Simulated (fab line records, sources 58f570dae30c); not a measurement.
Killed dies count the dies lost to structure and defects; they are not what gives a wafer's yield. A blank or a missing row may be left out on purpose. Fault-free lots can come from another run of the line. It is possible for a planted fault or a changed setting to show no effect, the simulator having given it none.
Problem report in the 8D (eight disciplines) form, filled by code -- flow berkeley-cmos170 -- the parts of the form that need people (team, actions taken, sign-off) are left out

== 1. THE ISSUE ==
Wafers without a fault read 0.543 a.u., standard deviation 0.0082; oes-product-au at UCB170_M2_STRIP_19 reads a mean of 0.482 a.u. on 4 wafers belonging to 3 lots. Measured from the usual mean, that is -7.4 standard deviations.
The step: strips in O2.
The first sign was on wafer L135.2 at day 10 17:31, on plasma-asher-01. The record holds 45 wafers of 15 lots with a number at this step. Rule for "out" (also "out of limits"): further than 4 standard deviations from the usual mean. All remaining wafers that have a number are taken as sound.

== 2. WHAT THIS IS AND IS NOT ==
question,is,is not
which readings at this step,oes-product-au,drypump-motor-current-A
which lots,"L135, L136, L139","L118, L119, L120, L122, L123, L125, L126, L127, L128, L130, L131, L137"
which wafers of those lots,"L135.2, L135.3, L136.6, L139.6","L135.5, L136.4, L136.5, L139.2, L139.4"
read on which tools,"plasma-asher-01, plasma-asher-04",plasma-asher-02
when,from day 10 17:31,"up to then (34 sound wafers); but 7 sound wafers of L136, L137, L139 came after"

== 3. THE SUSPECTS, EACH WITH WHAT RULES IT OUT ==
Counting: if a tool at a process step up to the reading ran every lot that is out, it stays a suspect. Sound lots after the first of them don't rule it out here, since some wafers of a struck lot are sound.
- rie-metal-03 at UCB170_M2_METAL_ETCH_18 (etches Al in Cl2/BCl3, stops on SiO2, target depth 1170 nm, time 195 s): kept. It processed each lot that is out (first: L135, day 10 17:19); up to then, its last sound lot is L130 (day 10 09:04).
- Within rie-metal-03 at UCB170_M2_METAL_ETCH_18, the wafers that are out were processed in chamber 0 and their sound lot-mates in chamber 1.
Left after counting: rie-metal-03 at UCB170_M2_METAL_ETCH_18.

== 4. THE CAUSE (what the simulator had put in) ==
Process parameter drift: rie-metal-03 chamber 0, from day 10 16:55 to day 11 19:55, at UCB170_M2_METAL_ETCH_18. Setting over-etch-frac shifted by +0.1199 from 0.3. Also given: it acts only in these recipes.
The count eliminated every tool but this one.

== 5. THE CHAIN OF EFFECTS, in route order ==
Each row: a reading where the mean over the struck wafers with a number is more than 3 standard deviations away from the usual. Scope: only readings with a usual standard deviation given in the record; hours: median across lots of the time from each lot's start at the first step in this table that gives one to its start at this step; sigmas: change in usual standard deviations.
hours,step,reading,usual,on struck wafers,change,sigmas
0,UCB170_M2_METAL_ETCH_18,oes-product-au,0.857 a.u.,0.786,-0.071,-3.7
0,UCB170_M2_STRIP_19,oes-product-au,0.543 a.u.,0.482,-0.061,-7.4
The process steps in it:
- UCB170_M2_METAL_ETCH_18: etches Al in Cl2/BCl3, stops on SiO2, target depth 1170 nm, time 195 s.
- UCB170_M2_STRIP_19: strips in O2.

== 6. WHAT WOULD HAVE CAUGHT IT SOONER ==
In this record the first reading out of limits was taken at day 10 17:31, 1 hour after the fault began at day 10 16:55.
An alarm limit of 4 standard deviations would not have fired on the tool readings at UCB170_M2_METAL_ETCH_18 for which the record gives a usual standard deviation, since none of them was out on any struck wafer.
Among the 3 lots that are out, L136, L139 began UCB170_M2_METAL_ETCH_18 on rie-metal-03 after day 10 17:31. A hold on the tool at that time would have spared those 2.
